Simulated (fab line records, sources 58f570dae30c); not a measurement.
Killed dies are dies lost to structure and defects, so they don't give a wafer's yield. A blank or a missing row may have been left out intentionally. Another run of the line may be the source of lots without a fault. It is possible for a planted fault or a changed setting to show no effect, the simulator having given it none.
Which tool did it?	flow berkeleyCmos170	42 wafers from 14 lots sampled at 2 of the route's 331 steps

WHAT THE GAUGES SHOWED, per wafer
The record holds no reading of a measuring or inspecting step that can be judged against a usual standard deviation.

WHAT TOOL EACH LOT RAN ON (gives the tool, then ch and the chambers of the sampled wafers, and finally the start)
lot	UCB170_ZERO_EXPOSE_03	UCB170_ZERO_ETCH_06
L921	krfScanner-01 ch 0, day 1 19:58	rieDiel-02 ch 0,1,3, day 1 20:18
L922	krfScanner-01 ch 0, day 2 02:55	rieDiel-02 ch 0,1,2, day 2 03:19
L924	krfScanner-01 ch 0, day 2 15:16	rieDiel-03 ch 0,1, day 2 15:38
L925	krfScanner-01 ch 0, day 2 15:22	rieDiel-04 ch 0,1,3, day 2 15:53
L927	krfScanner-02 ch 0, day 3 03:04	rieDiel-04 ch 1,2,3, day 3 03:31
L928	krfScanner-01 ch 0, day 3 12:25	rieDiel-03 ch 0,2,3, day 3 12:49
L929	krfScanner-01 ch 0, day 3 12:33	rieDiel-04 ch 1,3, day 3 12:56
L930	krfScanner-01 ch 0, day 3 19:37	rieDiel-02 ch 0,2,3, day 3 20:10
L931	krfScanner-01 ch 0, day 4 01:28	rieDiel-03 ch 0,1,2, day 4 01:52
L932	krfScanner-02 ch 0, day 4 06:15	rieDiel-03 ch 0,3, day 4 06:37
L934	krfScanner-01, day 4 17:19	rieDiel-02 ch 0,1,3, day 4 17:40
L935	krfScanner-02, day 4 17:29	rieDiel-04 ch 0,1,2, day 4 17:53
L943	krfScanner-02 ch 0, day 6 08:25	rieDiel-02 ch 0,1, day 6 08:47
L944	krfScanner-01 ch 0, day 6 19:26	rieDiel-03 ch 0,1, day 6 21:06
- UCB170_ZERO_EXPOSE_03: exposes mask PM MARKS, target cd 4000 nm.
- UCB170_ZERO_ETCH_06: etches SiO2 in CHF3/CF4/Ar, time 12 s.

WHAT THE TOOLS THEMSELVES READ (means of the sampled wafers that have a number; where no wafer has one, the mark that the record gives instead)
UCB170_ZERO_EXPOSE_03.
lot	tool	exposureDoseMJCm2	focusOffsetNm (nm)
L921	krfScanner-01	29.99	0.0
L922	krfScanner-01	30.01	-0.7
L924	krfScanner-01	30.04	0.3
L925	krfScanner-01	29.97	0.2
L927	krfScanner-02	30.00	-0.3
L928	krfScanner-01	29.97	-0.2
L929	krfScanner-01	29.98	-0.2
L930	krfScanner-01	29.96	0.3
L931	krfScanner-01	30.02	0.2
L932	krfScanner-02	29.98	0.3
L934	krfScanner-01	-	-
L935	krfScanner-02	-	-
L943	krfScanner-02	30.02	-0.1
L944	krfScanner-01	30.06	0.3

UCB170_ZERO_ETCH_06.
lot	tool	chamberPressureMTorr (mTorr)	drypumpMotorCurrentA (A)	oesProductAu (a.u.)	throttleValvePct (%)
L921	rieDiel-02	100.05	5.9	0.612	9.20
L922	rieDiel-02	100.05	6.0	0.609	9.27
L924	rieDiel-03	99.94	5.9	0.619	9.33
L925	rieDiel-04	100.03	6.1	0.609	9.24
L927	rieDiel-04	100.02	6.3	0.612	9.16
L928	rieDiel-03	100.08	5.5	0.624	9.24
L929	rieDiel-04	100.01	6.2	0.613	9.11
L930	rieDiel-02	100.06	5.7	0.615	9.24
L931	rieDiel-03	100.03	5.8	0.623	9.22
L932	rieDiel-03	99.97	5.5	0.623	9.24
L934	rieDiel-02	99.97	5.9	0.374	9.18
L935	rieDiel-04	100.03	6.1	0.372	9.25
L943	rieDiel-02	99.99	6.1	0.615	9.24
L944	rieDiel-03	100.06	5.8	0.628	9.25

THE ANSWER, worked out from the rows above alone
Rule: what is usual is taken from the lots themselves. Put in order of their means at a reading, lots are off if they are a third of the lots or fewer, leave a main group of 4 or more, and stand apart from it by a gap of 3 or more times the standard deviation of the main group's means; of several such gaps the widest counts. If all means in a main group match to the digits the tables above print for the reading, that group is not used. Also off: a lot with no number at a reading for which 4 or more lots have one. All remaining lots with rows at the step are treated as sound. The gauges are gone through in route order, then the tools' own readings, and for those a lot's mean is taken as printed above. At the first step where some lot is off, the reading lying furthest off is the one used; lots without a number count as furthest.
Off, at UCB170_ZERO_EXPOSE_03 on exposureDoseMJCm2: L934, L935. Without a number there: L934, L935. For the main group the mean is 30.00 and the standard deviation 0.029.
A tool fits if, at that step or a process step before it, it ran every lot that is off, and no sound lot after the first of them. Not one of the candidates tried fits.

WHAT HAD BEEN PUT IN BY THE SIMULATOR
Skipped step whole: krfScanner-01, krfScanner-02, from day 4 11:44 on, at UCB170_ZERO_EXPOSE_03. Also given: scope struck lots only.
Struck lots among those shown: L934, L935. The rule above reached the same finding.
